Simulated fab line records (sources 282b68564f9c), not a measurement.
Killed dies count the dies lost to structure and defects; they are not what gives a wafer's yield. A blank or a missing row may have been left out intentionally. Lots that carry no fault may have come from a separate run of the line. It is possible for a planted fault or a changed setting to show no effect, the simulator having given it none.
fab line records	flow rit_cmos
[record] lots = 6	wafers = 18	last_day = 6
route steps=202 shown ACTIVE@11 FOX1@20 FOX2@23 NWELL@28 PWELL@39 WELLDRIVE@50 M1@202
lots untouched by any fault: they come from a run of this same line in which no faults occurred
start_h: hours from the record's first day to the start of the lot's first wafer shown	wait_h: hours since the lot's step before	" repeats the value in the row above	L1.1+2: one row covering several wafers at once	- no value, or no start given	* or withheld: withheld	< > ~ a bound
route shown NAME@n: NAME is a module with steps in the file, n the number in the route of the first one	usual: the fault-free wafers' mean and standard deviation	same: alike in all rows	chamber/n: place in a boat	sites: per-site readings	_std_site: how widely they spread, as a standard deviation	_edge_site: inner sites' mean taken away from outer sites' mean	radius_mm: how far each site lies from the wafer's centre	mask NAME#n: copy n	behind: tool/chamber where the wafer was last shaped	hold: why the lot was held/for how many hours/how that ended	device: which transistor (n, p or np) failed to switch	end of line: tests run on the same wafers once the route is complete	step lacking rows: just its recipe	killed: dies lost to structure and defects at the first sort, not the wafer's yield	map: shows each die of a wafer: x if killed, . if not, _ if none is there
set.NAME: setting as actually run; set.NAME@STEP: the setting as run at that earlier step	model.NAME: the simulator's own value behind a step, which no gauge read
lots at selected steps of the route; one table per step, one row per wafer
services: when a tool's chamber went out of use (start_h, in hours from the record's first day, below 0 if earlier), for how many hours, and the reason
[[steps]]
[step RIT_ACTIVE_DEVELOP_10]
[recipe] resist = NOVOLAK	develop_time_s = 50	dev_temp_c = 23
[step RIT_ACTIVE_CD_MEAS_11]
[recipe] target_cd_nm = 1400
[usual] cd_nm = 1400.2/1.9
lot.wafer	tool	chamber	start_h	wait_h	cd_nm
L245.1	cd_sem-02	-	39.51	-	1400.1
L245.4	"	-	"	"	1399.7
L245.6	"	-	"	"	1401.4
L246.1	cd_sem-02	-	46.11	-	1397.1
L246.3	"	-	"	"	1398.2
L246.6	"	-	"	"	1395.4
L247.1	cd_sem-01	-	50.24	-	1400.4
L247.3	"	-	"	"	1402.0
L247.4	"	-	"	"	1401.1
L249.3	cd_sem-02	-	60.56	-	1397.2
L249.5	"	-	"	"	1398.5
L249.6	"	-	"	"	1398.0
L257.2	cd_sem-02	-	100.53	-	1403.4
L257.3	"	-	"	"	1402.8
L257.5	"	-	"	"	1401.9
L259.3	cd_sem-02	-	110.67	-	1401.2
L259.5	"	-	"	"	1400.9
L259.6	"	-	"	"	1401.3
[step RIT_ACTIVE_HARDBAKE_12]
[recipe] resist = NOVOLAK	temp_c = 140	time_s = 60
[step RIT_ACTIVE_ETCH_13]
[recipe] stop_on = SiO2	chemistry = SF6	target = Si3N4	time_s = 210	over_etch_frac = 0.4	SF6_flow_sccm = 200	pressure_mtorr = 260	rf_w = 125	target_depth_a = 2100
[usual] drypump_motor_current_A = 5.7/0.31	oes_product_au = 0.816/0.011	throttle_valve_pct = 7.49/0.12
lot.wafer	tool	chamber	start_h	wait_h	drypump_motor_current_A	oes_product_au	rf_hours_counter_h	throttle_valve_pct
L245.1	rie_diel-03	0	39.78	0.1	5.6	0.849	4	7.33
L245.4	"	1	"	"	6.0	0.805	8	7.47
L245.6	"	1	"	"	6.0	0.804	-	7.46
L246.1	rie_diel-02	2	46.38	0.1	5.6	0.820	3	7.39
L246.3	"	1	"	"	5.6	0.816	135	7.63
L246.6	"	2	"	"	5.5	0.825	-	7.38
L247.1	rie_diel-02	0	50.51	0.1	5.7	0.814	59	7.53
L247.3	"	3	"	"	5.7	0.819	132	7.35
L247.4	"	1	"	"	5.6	0.820	135	7.66
L249.3	rie_diel-03	0	60.79	0.1	5.6	0.854	4	7.35
L249.5	"	1	"	"	6.0	0.795	-	7.45
L249.6	"	0	"	"	5.6	0.843	-	7.33
L257.2	rie_diel-03	0	100.78	0.1	5.6	0.850	5	7.35
L257.3	"	1	"	"	6.0	0.800	9	7.45
L257.5	"	0	"	"	5.6	0.841	-	7.35
L259.3	rie_diel-02	1	110.90	0.1	5.6	0.815	136	7.65
L259.5	"	0	"	"	5.6	0.813	-	7.56
L259.6	"	3	"	"	5.7	0.815	-	7.36
[step RIT_ACTIVE_STRIP_14]
[recipe] chemistry = O2	time_s = 180	resist = NOVOLAK	platen_temp_c = withheld	power_w = 500	pressure_mtorr = 4000	o2_flow_sccm = 4000
[usual] drypump_motor_current_A = 5.9/0.38
lot.wafer	tool	chamber	start_h	wait_h	drypump_motor_current_A	rf_hours_counter_h
L245.1	plasma_asher-01	0	39.91	0.1	5.8	37
L245.4	"	1	"	"	6.4	-
L245.6	"	1	"	"	6.4	-
L246.1	plasma_asher-04	0	46.51	0.1	5.6	40
L246.3	"	1	"	"	6.4	-
L246.6	"	0	"	"	5.6	-
L247.1	plasma_asher-02	1	50.65	0.1	5.5	28
L247.3	"	1	"	"	5.5	-
L247.4	"	0	"	"	5.6	-
L249.3	plasma_asher-04	0	60.98	0.1	5.6	-
L249.5	"	1	"	"	6.4	-
L249.6	"	0	"	"	5.6	-
L257.2	plasma_asher-01	0	100.92	0.1	5.8	43
L257.3	"	1	"	"	6.4	-
L257.5	"	0	"	"	5.8	-
L259.3	plasma_asher-01	0	111.09	0.1	5.8	-
L259.5	"	1	"	"	6.4	-
L259.6	"	0	"	"	5.8	-
[step RIT_ACTIVE_CD_MEAS_90]
[recipe] target_cd_nm = 1400
[usual] cd_nm = 1400.2/1.9
lot.wafer	tool	chamber	start_h	wait_h	cd_nm
L245.1	cd_sem-01	-	40.09	0.1	1400.1
L245.4	"	-	"	"	1399.9
L245.6	"	-	"	"	1401.3
L246.1	cd_sem-01	-	46.69	0.1	1397.2
L246.3	"	-	"	"	1398.0
L246.6	"	-	"	"	1396.1
L247.1	cd_sem-02	-	50.82	0.1	1400.4
L247.3	"	-	"	"	1402.4
L247.4	"	-	"	"	1400.9
L249.3	cd_sem-01	-	61.14	0.1	1396.9
L249.5	"	-	"	"	1398.3
L249.6	"	-	"	"	1398.0
L257.2	cd_sem-02	-	101.11	0.1	1403.8
L257.3	"	-	"	"	1402.4
L257.5	"	-	"	"	1401.9
L259.3	cd_sem-01	-	111.25	0.1	1401.1
L259.5	"	-	"	"	1401.3
L259.6	"	-	"	"	1401.1
[step RIT_ACTIVE_CLEAN_15]
[recipe] chemistry = SC1	mix = 3:3:50	time_s = 600	temp_c = 75
[step RIT_ACTIVE_CLEAN_16]
[recipe] chemistry = dHF	dilution = 50:1	time_s = 30
[step RIT_ACTIVE_CLEAN_17]
[recipe] chemistry = SC2	mix = 3:3:50	time_s = 600	temp_c = 75	dry = n2_spin
[step RIT_FOX1_OXIDATION_00]
[recipe] temp_c = 1100	ambient = H2O	target_thk_a = 3507	p_h2o_torr = 720	ox_time_s = 1130
[step RIT_FOX1_THK_MEAS_01]
[recipe] reads = SiO2_of_FOX1_OXIDATION_00
[usual] FOX1_OXIDE_THK = 353/6.7
lot.wafer	tool	chamber	start_h	wait_h	FOX1_OXIDE_THK[nm]
L245.1	film_metro-01	-	43.95	0.0	337
L245.4	"	-	"	"	340
L245.6	"	-	"	"	338
L246.1	film_metro-03	-	48.80	0.0	354
L246.3	"	-	"	"	352
L246.6	"	-	"	"	353
L247.1	film_metro-01	-	54.16	0.0	351
L247.3	"	-	"	"	349
L247.4	"	-	"	"	349
L249.3	film_metro-02	-	63.76	0.0	352
L249.5	"	-	"	"	350
L249.6	"	-	"	"	360
L257.2	film_metro-03	-	103.08	0.0	352
L257.3	"	-	"	"	358
L257.5	"	-	"	"	358
L259.3	film_metro-03	-	113.03	0.0	363
L259.5	"	-	"	"	363
L259.6	"	-	"	"	365
[step RIT_FOX1_WET_ETCH_02]
[recipe] chemistry = BOE	target_depth_nm = 350	time_s = 382	temp_c = 21.5	dry = n2_spin	dilution = 10:1	target = SiO2
[step RIT_FOX2_OXIDATION_00]
[recipe] temp_c = 1100	ambient = H2O	target_thk_a = 3507	p_h2o_torr = 720	ox_time_s = 1130
[usual] ox_temp_c = 1099.9/0.45	spike_tc_centre_C = 1103.5/1
lot.wafer	tool	chamber	start_h	wait_h	ox_temp_c	spike_tc_centre_C
L245.1	furnace-04	0	44.24	0.0	1099.4	1103.2
L245.4	"	0	"	"	1099.9	1104.2
L245.6	"	0	"	"	1100.3	1105.2
L246.1	furnace-03	0	48.98	0.0	1099.7	1102.3
L246.3	"	0	"	"	1100.0	1104.7
L246.6	"	0	"	"	1100.2	1100.8
L246.1	furnace-01	0	50.88	0.6	1100.6	1104.4
L246.3	"	0	"	"	1100.3	1105.9
L246.6	"	0	"	"	1100.3	1104.9
L247.1	furnace-03	0	54.33	0.0	1099.9	1103.2
L247.3	"	0	"	"	1099.7	1104.0
L247.4	"	0	"	"	1099.7	1104.1
L249.3	furnace-03	0	63.92	0.0	1099.9	1106.2
L249.5	"	0	"	"	1099.8	1101.7
L249.6	"	0	"	"	1099.6	1104.1
L249.3	furnace-04	0	65.46	0.2	1099.4	1101.5
L249.5	"	0	"	"	1099.6	1102.3
L249.6	"	0	"	"	1099.9	1102.3
L257.2	furnace-03	0	105.00	1.8	1100.2	1103.7
L257.3	"	0	"	"	1100.7	1102.1
L257.5	"	0	"	"	1100.5	1102.3
L259.3	furnace-04	0	113.21	0.0	1099.4	1103.0
L259.5	"	0	"	"	1099.6	1102.3
L259.6	"	0	"	"	1099.2	1103.8
[step RIT_FOX2_THK_MEAS_01]
[recipe] reads = SiO2_of_FOX2_OXIDATION_00
[usual] FOX2_OXIDE_THK = 352/5.9
lot.wafer	tool	chamber	start_h	wait_h	FOX2_OXIDE_THK[nm]
L245.1	film_metro-02	-	45.56	0.0	358
L245.4	"	-	"	"	354
L245.6	"	-	"	"	353
L246.1	film_metro-02	-	52.20	0.0	532
L246.3	"	-	"	"	540
L246.6	"	-	"	"	530
L247.1	film_metro-02	-	55.65	0.0	340
L247.3	"	-	"	"	338
L247.4	"	-	"	"	345
L249.3	film_metro-04	-	67.44	0.7	522
L249.5	"	-	"	"	527
L249.6	"	-	"	"	520
L257.2	film_metro-03	-	106.32	0.0	351
L257.3	"	-	"	"	354
L257.5	"	-	"	"	347
L259.3	film_metro-04	-	114.55	0.0	347
L259.5	"	-	"	"	353
L259.6	"	-	"	"	350
[step RIT_FOX2_CLEAN_02]
[recipe] chemistry = dHF	dilution = 50:1	time_s = 180
lot.wafer	tool	chamber	start_h	wait_h	model.SiO2_of_FOX2_OXIDATION_00.thk_nm	model.Si3N4_of_ACTIVE_CVD_03.thk_nm
L245.1	wet_bench-01	1	45.62	0.1	341.5	132.1
L245.4	"	1	"	"	337.1	130.7
L245.6	"	1	"	"	335.9	131.3
L246.1	wet_bench-02	3	52.26	0.1	515.2	127.8
L246.3	"	3	"	"	523.3	127.7
L246.6	"	3	"	"	514.2	127.5
L247.1	wet_bench-02	0	55.71	0.1	323.5	132.7
L247.3	"	0	"	"	321.8	132
L247.4	"	0	"	"	328.7	132.3
L249.3	wet_bench-01	1	67.48	0.0	504.8	128.9
L249.5	"	1	"	"	510.5	126.9
L249.6	"	1	"	"	502.9	129.2
L257.2	wet_bench-02	3	106.37	0.0	334.3	131.5
L257.3	"	3	"	"	337.2	130.2
L257.5	"	3	"	"	330	131.4
L259.3	wet_bench-01	1	114.59	0.0	329.8	131.8
L259.5	"	1	"	"	336.2	131.9
L259.6	"	1	"	"	333.9	130.8
[step RIT_FOX2_WET_ETCH_03]
[recipe] chemistry = H3PO4	target = Si3N4	target_depth_nm = 195	temp_c = 165	time_s = 2700
lot.wafer	tool	chamber	start_h	wait_h	model.SiO2_of_FOX2_OXIDATION_00.thk_nm
L245.1	wet_bench-02	3	45.68	0.0	331.2
L245.4	"	3	"	"	326.8
L245.6	"	3	"	"	325.6
L246.1	wet_bench-03	1	52.32	0.0	504.4
L246.3	"	1	"	"	512.5
L246.6	"	1	"	"	503.4
L247.1	wet_bench-01	1	55.77	0.0	312.6
L247.3	"	1	"	"	310.9
L247.4	"	1	"	"	317.7
L249.3	wet_bench-02	0	67.55	0.0	494.3
L249.5	"	0	"	"	500
L249.6	"	0	"	"	492.4
L257.2	wet_bench-03	2	106.43	0.0	323.9
L257.3	"	2	"	"	326.8
L257.5	"	2	"	"	319.6
L259.3	wet_bench-03	0	114.64	0.0	319.1
L259.5	"	0	"	"	325.6
L259.6	"	0	"	"	323.2
[step RIT_FOX2_THK_MEAS_90]
[recipe] reads = SiO2_of_FOX2_OXIDATION_00
[usual] FIELD_OXIDE_LEFT_1_THK = 325/6
lot.wafer	tool	chamber	start_h	wait_h	FIELD_OXIDE_LEFT_1_THK[nm]
L245.1	film_metro-02	-	46.44	0.0	331
L245.4	"	-	"	"	327
L245.6	"	-	"	"	325
L246.1	film_metro-03	-	53.07	0.0	505
L246.3	"	-	"	"	512
L246.6	"	-	"	"	504
L247.1	film_metro-03	-	56.59	0.0	313
L247.3	"	-	"	"	311
L247.4	"	-	"	"	318
L249.3	film_metro-03	-	68.33	0.0	494
L249.5	"	-	"	"	500
L249.6	"	-	"	"	493
L257.2	film_metro-02	-	107.27	0.0	324
L257.3	"	-	"	"	327
L257.5	"	-	"	"	320
L259.3	film_metro-03	-	115.49	0.0	319
L259.5	"	-	"	"	325
L259.6	"	-	"	"	323
[step RIT_NWELL_HMDS_00]
[recipe] prime_time_s = 60	prime_temp_c = 140
[step RIT_NWELL_COAT_01]
[recipe] resist = NOVOLAK	spin_rpm = 2000	resist_thk_nm = 1300
[step RIT_NWELL_SOFTBAKE_02]
[recipe] resist = NOVOLAK	temp_c = 90	time_s = 57.45
[step RIT_NWELL_EXPOSE_03]
[recipe] mask_id = M2	na = 0.57	target_cd_nm = 43900	dose_mj = 250
[step RIT_NWELL_PEB_04]
[recipe] resist = NOVOLAK	temp_c = withheld	time_s = withheld
[step RIT_NWELL_DEVELOP_05]
[recipe] resist = NOVOLAK	develop_time_s = 68	dev_temp_c = 23
[step RIT_NWELL_OVL_MEAS_06]
[usual] NWELL_OVL = -1.0/1.4
lot.wafer	tool	chamber	start_h	wait_h	NWELL_OVL[nm]
L245.1	overlay-02	-	47.50	-	-0.9
L245.4	"	-	"	"	1.7
L245.6	"	-	"	"	0.7
L246.1	overlay-01	-	55.23	-	-0.3
L246.3	"	-	"	"	-1.9
L246.6	"	-	"	"	0.0
L247.1	overlay-01	-	57.70	-	-0.9
L247.3	"	-	"	"	0.0
L247.4	"	-	"	"	0.3
L249.3	overlay-01	-	69.56	-	-1.4
L249.5	"	-	"	"	-2.0
L249.6	"	-	"	"	-2.1
L257.2	overlay-01	-	108.33	-	-1.9
L257.3	"	-	"	"	-0.2
L257.5	"	-	"	"	-2.4
L259.3	overlay-02	-	116.42	-	-1.8
L259.5	"	-	"	"	-0.5
L259.6	"	-	"	"	-1.9
[step RIT_NWELL_HARDBAKE_07]
[recipe] resist = NOVOLAK	temp_c = 140	time_s = 120
[step RIT_NWELL_IMPLANT_08]
[recipe] species = P	energy_kev = 170	dose_cm2 = 5e+13	tilt_deg = 7
[step RIT_NWELL_STRIP_09]
[recipe] chemistry = O2	time_s = 180	resist = NOVOLAK	platen_temp_c = withheld	power_w = 500	pressure_mtorr = 4000	o2_flow_sccm = 4000
[usual] drypump_motor_current_A = 5.9/0.35
lot.wafer	tool	chamber	start_h	wait_h	drypump_motor_current_A	rf_hours_counter_h
L245.1	plasma_asher-01	1	47.94	0.1	6.4	38
L245.4	"	1	"	"	6.4	-
L245.6	"	0	"	"	5.8	-
L246.1	plasma_asher-02	1	55.70	0.1	5.5	28
L246.3	"	1	"	"	5.5	-
L246.6	"	1	"	"	5.5	-
L247.1	plasma_asher-01	1	58.13	0.1	6.4	39
L247.3	"	0	"	"	5.8	-
L247.4	"	1	"	"	6.4	-
L249.3	plasma_asher-03	1	70.11	0.1	5.7	-
L249.5	"	1	"	"	5.7	-
L249.6	"	0	"	"	6.4	-
L257.2	plasma_asher-01	0	108.76	0.1	5.8	44
L257.3	"	0	"	"	5.8	-
L257.5	"	1	"	"	6.4	-
L259.3	plasma_asher-03	1	116.91	0.1	5.7	-
L259.5	"	1	"	"	5.7	-
L259.6	"	0	"	"	6.4	-
[step RIT_NWELL_TW_MEAS_10]
[usual] NWELL_TW = 2155/25
lot.wafer	tool	chamber	start_h	wait_h	NWELL_TW
L245.1	film_metro-04	-	48.11	0.1	2159
L245.4	"	-	"	"	2155
L245.6	"	-	"	"	2170
L246.1	film_metro-02	-	55.88	0.1	2193
L246.3	"	-	"	"	2192
L246.6	"	-	"	"	2188
L247.1	film_metro-01	-	58.31	0.1	2124
L247.3	"	-	"	"	2115
L247.4	"	-	"	"	2131
L249.3	film_metro-02	-	70.27	0.1	2180
L249.5	"	-	"	"	2182
L249.6	"	-	"	"	2191
L257.2	film_metro-01	-	108.94	0.1	2110
L257.3	"	-	"	"	2126
L257.5	"	-	"	"	2123
L259.3	film_metro-04	-	117.04	0.1	2172
L259.5	"	-	"	"	2165
L259.6	"	-	"	"	2157
[step RIT_PWELL_HMDS_00]
[recipe] prime_time_s = 60	prime_temp_c = 140
[step RIT_PWELL_COAT_01]
[recipe] resist = NOVOLAK	spin_rpm = 2000	resist_thk_nm = 1300
[step RIT_PWELL_SOFTBAKE_02]
[recipe] resist = NOVOLAK	temp_c = 90	time_s = 60
[step RIT_PWELL_EXPOSE_03]
[recipe] mask_id = M3	na = 0.57	target_cd_nm = 43700	dose_mj = 250
[step RIT_PWELL_PEB_04]
[recipe] resist = NOVOLAK	temp_c = withheld	time_s = withheld
[step RIT_PWELL_DEVELOP_05]
[recipe] resist = NOVOLAK	develop_time_s = 68	dev_temp_c = 23
[step RIT_PWELL_OVL_MEAS_06]
[usual] PWELL_OVL = -0.1/1.6
lot.wafer	tool	chamber	start_h	wait_h	PWELL_OVL[nm]
L245.1	overlay-01	-	49.13	-	0.1
L245.4	"	-	"	"	1.7
L245.6	"	-	"	"	-0.4
L246.1	overlay-01	-	57.14	-	1.6
L246.3	"	-	"	"	0.7
L246.6	"	-	"	"	0.2
L247.1	overlay-01	-	59.37	-	1.6
L247.3	"	-	"	"	0.0
L247.4	"	-	"	"	0.8
L249.3	overlay-02	-	71.46	-	2.6
L249.5	"	-	"	"	1.5
L249.6	"	-	"	"	2.1
L257.2	overlay-02	-	109.88	-	-2.7
L257.3	"	-	"	"	-0.7
L257.5	"	-	"	"	-2.0
L259.3	overlay-01	-	117.97	-	-0.4
L259.5	"	-	"	"	0.0
L259.6	"	-	"	"	0.2
[step RIT_PWELL_HARDBAKE_07]
[recipe] resist = NOVOLAK	temp_c = 140	time_s = 120
[step RIT_PWELL_IMPLANT_08]
[recipe] species = B	energy_kev = 170	dose_cm2 = 7e+13	tilt_deg = 7
[step RIT_PWELL_STRIP_09]
[recipe] chemistry = O2	time_s = 180	resist = NOVOLAK	platen_temp_c = withheld	power_w = 500	pressure_mtorr = 4000	o2_flow_sccm = 3831
[usual] drypump_motor_current_A = 5.9/0.37
lot.wafer	tool	chamber	start_h	wait_h	drypump_motor_current_A	rf_hours_counter_h
L245.1	plasma_asher-02	1	49.57	0.1	5.5	27
L245.4	"	1	"	"	5.5	-
L245.6	"	0	"	"	5.7	-
L246.1	plasma_asher-03	1	57.58	0.1	5.7	43
L246.3	"	1	"	"	5.7	-
L246.6	"	1	"	"	5.7	-
L247.1	plasma_asher-04	0	59.81	0.1	5.6	41
L247.3	"	0	"	"	5.6	-
L247.4	"	1	"	"	6.4	-
L249.3	plasma_asher-04	0	72.02	0.1	5.6	-
L249.5	"	0	"	"	5.6	-
L249.6	"	1	"	"	6.4	-
L257.2	plasma_asher-02	1	110.31	0.1	5.5	34
L257.3	"	1	"	"	5.5	-
L257.5	"	0	"	"	5.6	-
L259.3	plasma_asher-02	1	118.46	0.1	5.5	-
L259.5	"	0	"	"	5.7	-
L259.6	"	1	"	"	5.5	-
[step RIT_PWELL_TW_MEAS_10]
[usual] PWELL_TW = 960/10
lot.wafer	tool	chamber	start_h	wait_h	PWELL_TW
L245.1	film_metro-01	-	49.74	0.1	936
L245.4	"	-	"	"	939
L245.6	"	-	"	"	939
L246.1	film_metro-02	-	57.75	0.1	978
L246.3	"	-	"	"	968
L246.6	"	-	"	"	972
L247.1	film_metro-02	-	59.98	0.1	975
L247.3	"	-	"	"	968
L247.4	"	-	"	"	975
L249.3	film_metro-04	-	72.16	0.1	959
L249.5	"	-	"	"	958
L249.6	"	-	"	"	956
L257.2	film_metro-02	-	110.50	0.1	965
L257.3	"	-	"	"	968
L257.5	"	-	"	"	967
L259.3	film_metro-02	-	118.59	0.1	966
L259.5	"	-	"	"	973
L259.6	"	-	"	"	968
[step RIT_WELLDRIVE_ANNEAL_00]
[recipe] temp_c = 1100	time_s = 14700	ambient = N2
[step RIT_WELLDRIVE_RS_MEAS_01]
[recipe] thk_meas_gauge = four-point-probe
[usual] NWELL_RS = 275.6/0.66
lot.wafer	tool	chamber	start_h	wait_h	NWELL_RS[ohm/sq]
L245.1	film_metro-04	-	54.88	0.0	274.8
L245.4	"	-	"	"	275.3
L245.6	"	-	"	"	275.6
L246.1	film_metro-01	-	62.89	0.0	273.8
L246.3	"	-	"	"	274.6
L246.6	"	-	"	"	274.9
L247.1	film_metro-02	-	65.21	0.0	275.5
L247.3	"	-	"	"	275.5
L247.4	"	-	"	"	275.4
L249.3	film_metro-01	-	77.32	0.0	274.9
L249.5	"	-	"	"	276.1
L249.6	"	-	"	"	275.5
L257.2	film_metro-02	-	116.07	0.0	275.6
L257.3	"	-	"	"	275.6
L257.5	"	-	"	"	275.5
L259.3	film_metro-04	-	123.76	0.0	275.1
L259.5	"	-	"	"	276.5
L259.6	"	-	"	"	276.9
[step RIT_WELLDRIVE_RS_MEAS_02]
[recipe] thk_meas_gauge = four-point-probe
[usual] PWELL_RS = 429.7/1.2
lot.wafer	tool	chamber	start_h	wait_h	PWELL_RS[ohm/sq]
L245.1	film_metro-04	-	55.00	0.1	429.3
L245.4	"	-	"	"	431.2
L245.6	"	-	"	"	430.4
L246.1	film_metro-01	-	63.01	0.1	429.0
L246.3	"	-	"	"	430.0
L246.6	"	-	"	"	429.8
L247.1	film_metro-02	-	65.33	0.1	428.9
L247.3	"	-	"	"	429.1
L247.4	"	-	"	"	429.0
L249.3	film_metro-01	-	77.44	0.1	430.9
L249.5	"	-	"	"	431.5
L249.6	"	-	"	"	432.8
L257.2	film_metro-02	-	116.19	0.1	428.9
L257.3	"	-	"	"	429.4
L257.5	"	-	"	"	429.2
L259.3	film_metro-04	-	123.88	0.1	429.1
L259.5	"	-	"	"	430.2
L259.6	"	-	"	"	430.2
[step RIT_FOX2_THK_MEAS_91]
[recipe] reads = SiO2_of_FOX2_OXIDATION_00
[usual] FIELD_OXIDE_LEFT_2_THK = 257/5.8
lot.wafer	tool	chamber	start_h	wait_h	FIELD_OXIDE_LEFT_2_THK[nm]
L245.1	film_metro-03	-	58.68	0.0	261
L245.4	"	-	"	"	257
L245.6	"	-	"	"	256
L246.1	film_metro-03	-	67.00	0.1	436
L246.3	"	-	"	"	444
L246.6	"	-	"	"	435
L247.1	film_metro-02	-	69.01	0.0	245
L247.3	"	-	"	"	243
L247.4	"	-	"	"	251
L249.3	film_metro-02	-	81.98	0.0	425
L249.5	"	-	"	"	431
L249.6	"	-	"	"	424
L257.2	film_metro-03	-	119.95	0.0	257
L257.3	"	-	"	"	260
L257.5	"	-	"	"	253
L259.3	film_metro-04	-	127.73	0.0	250
L259.5	"	-	"	"	257
L259.6	"	-	"	"	255
[step RIT_M1_PROBE_99]
[usual] killed_at_contacts = 0.1/0.25	killed_at_front_end = 6.3/2.9	killed_dies = 6.4/2.8	killed_on_rim = 1.7/1.4	killed_open = 3.3/2	killed_short = 3.1/2
[same] gross_dies = 264	killed_at_M0_to_M3 = 0	killed_at_M4_up = 0	killed_at_back_side = 0	killed_at_other = 0
lot.wafer	tool	chamber	start_h	wait_h	killed_at_contacts	killed_at_front_end	killed_dies	killed_on_rim	killed_open	killed_short
L245.1	prober-02	-	83.56	0.1	0	8	8	1	2	6
L245.4	prober-02	-	83.71	0.2	0	4	4	1	3	1
L245.6	prober-02	-	83.81	0.2	0	9	9	2	2	7
L246.1	prober-01	-	95.08	0.1	0	7	7	2	3	4
L246.3	prober-01	-	95.18	0.2	0	9	9	1	3	6
L246.6	prober-01	-	95.33	0.2	0	8	8	1	4	4
L247.1	prober-02	-	98.02	0.1	0	5	5	1	1	4
L247.3	prober-02	-	98.12	0.2	0	11	11	4	3	8
L247.4	prober-02	-	98.17	0.2	0	6	6	2	1	5
L249.3	prober-02	-	113.86	0.2	0	5	5	0	2	3
L249.5	prober-02	-	113.96	0.2	0	4	4	2	2	2
L249.6	prober-02	-	114.01	0.2	0	5	5	2	2	3
L257.3	prober-01	-	148.07	0.2	0	5	5	1	3	2
L257.5	prober-01	-	148.17	0.2	0	8	8	3	3	5
// killed by level:class
L245.1 GATE:geometric_particle:short=2 FOX1:geometric_particle:short=1 GATE:geometric_particle:open=1 REOX:geometric_particle:open=1 REOX:geometric_particle:short=1 SPACER:geometric_particle:short=1 SILICIDE:geometric_particle:short=1
L245.4 GATE:geometric_particle:open=3 SPACER:geometric_particle:short=1
L245.6 REOX:geometric_particle:short=2 FOX1:geometric_particle:short=1 FOX2:geometric_particle:short=1 GATE:geometric_particle:short=1 REOX:geometric_particle:open=1 SPACER:geometric_particle:short=1 SILICIDE:geometric_particle:open=1 SILICIDE:geometric_particle:short=1
L246.1 FOX1:geometric_particle:short=2 FOX1:geometric_particle:open=1 GATE:geometric_particle:open=1 REOX:geometric_particle:short=1 SILICIDE:geometric_particle:open=1 SILICIDE:geometric_particle:short=1
L246.3 FOX2:geometric_particle:short=2 REOX:geometric_particle:short=2 ACTIVE:geometric_particle:short=1 FOX2:geometric_particle:open=1 GATE:geometric_particle:open=1 SILICIDE:geometric_particle:short=1 SILICIDE:geometric_particle:open=1
L246.6 GATE:geometric_particle:short=2 SPACER:geometric_particle:open=2 FOX2:geometric_particle:open=1 FOX2:geometric_particle:short=1 SPACER:geometric_particle:short=1 SILICIDE:geometric_particle:open=1
L247.1 FOX1:geometric_particle:short=2 GATE:geometric_particle:short=2 GATE:geometric_particle:open=1
L247.3 SPACER:geometric_particle:short=4 FOX1:geometric_particle:short=2 SPACER:geometric_particle:open=2 FOX1:geometric_particle:open=1 GATE:geometric_particle:short=1 SILICIDE:geometric_particle:short=1
L247.4 GATE:geometric_particle:short=5 GATE:geometric_particle:open=1
L249.3 FOX1:geometric_particle:short=1 REOX:geometric_particle:open=1 FOX2:geometric_particle:open=1 SPACER:geometric_particle:short=1 SILICIDE:geometric_particle:short=1
L249.5 FOX2:geometric_particle:short=1 GATE:geometric_particle:open=1 SPACER:geometric_particle:short=1 SPACER:geometric_particle:open=1
L249.6 GATE:geometric_particle:open=2 GATE:geometric_particle:short=1 SPACER:geometric_particle:short=1 SILICIDE:geometric_particle:short=1
L257.3 SPACER:geometric_particle:open=2 FOX1:geometric_particle:open=1 GATE:geometric_particle:short=1 SPACER:geometric_particle:short=1
L257.5 SPACER:geometric_particle:short=2 FOX2:geometric_particle:open=1 FOX2:geometric_particle:short=1 GATE:geometric_particle:open=1 GATE:geometric_particle:short=1 REOX:geometric_particle:short=1 SPACER:geometric_particle:open=1
[[services]]
tool	chamber	start_h	hours	kind
plasma_asher-04	-	21.20	1.4	repair
plasma_asher-03	-	32.03	0.3	repair
rie_diel-03	3	55.04	15.0	repair
plasma_asher-03	-	59.40	2.3	repair
furnace-01	-	67.00	3.4	pm
rie_diel-02	0	86.29	11.5	repair
wet_bench-03	-	91.67	1.9	repair
rie_diel-03	-	97.19	2.8	pm
furnace-04	-	103.07	3.6	pm
rie_diel-03	2	107.50	12.0	repair
rie_diel-02	-	108.33	0.2	repair
plasma_asher-04	-	108.75	9.0	pm
plasma_asher-04	0	108.75	9.0	vent_cycle
plasma_asher-04	1	108.75	9.0	vent_cycle
plasma_asher-04	0	117.75	-	clean
plasma_asher-04	1	117.75	-	clean
[[key]]
[first_sign] step = RIT_FOX2_OXIDATION_00	reading = visit	direction = added
[effect] step = RIT_FOX2_THK_MEAS_01	reading = FOX2_OXIDE_THK	direction = up	sigmas = 30	usual = 352	struck = 529
[effect] step = RIT_FOX2_THK_MEAS_90	reading = FIELD_OXIDE_LEFT_1_THK	direction = up	sigmas = 30	usual = 325	struck = 501
[effect] step = RIT_FOX2_THK_MEAS_91	reading = FIELD_OXIDE_LEFT_2_THK	direction = up	sigmas = 30	usual = 257	struck = 432
[model_effect] step = RIT_FOX2_CLEAN_02	value = SiO2_of_FOX2_OXIDATION_00.thk_nm	without = 335.1	struck = 511.8
[model_effect] step = RIT_FOX2_WET_ETCH_03	value = SiO2_of_FOX2_OXIDATION_00.thk_nm	without = 324.4	struck = 501.2
met_at RIT_FOX2_OXIDATION_00
struck_wafers L246.1,L246.3,L246.6,L249.3,L249.5,L249.6
tester_left_out L246,L249
[fault] kind = repeated_step_whole	tool = furnace-01,furnace-03,furnace-04	chamber = -	onset_h = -	steps = RIT_FOX2_OXIDATION_00	times = 1	scope = struck_lots_only
// tester_left_out: of these lots the tester's yield and bins aren't shown, on N5 and GAA mostly nor the transistor test; their killed dies are dies lost to structure and defects alone, not to doping, threshold or leakage, so they don't give the yield
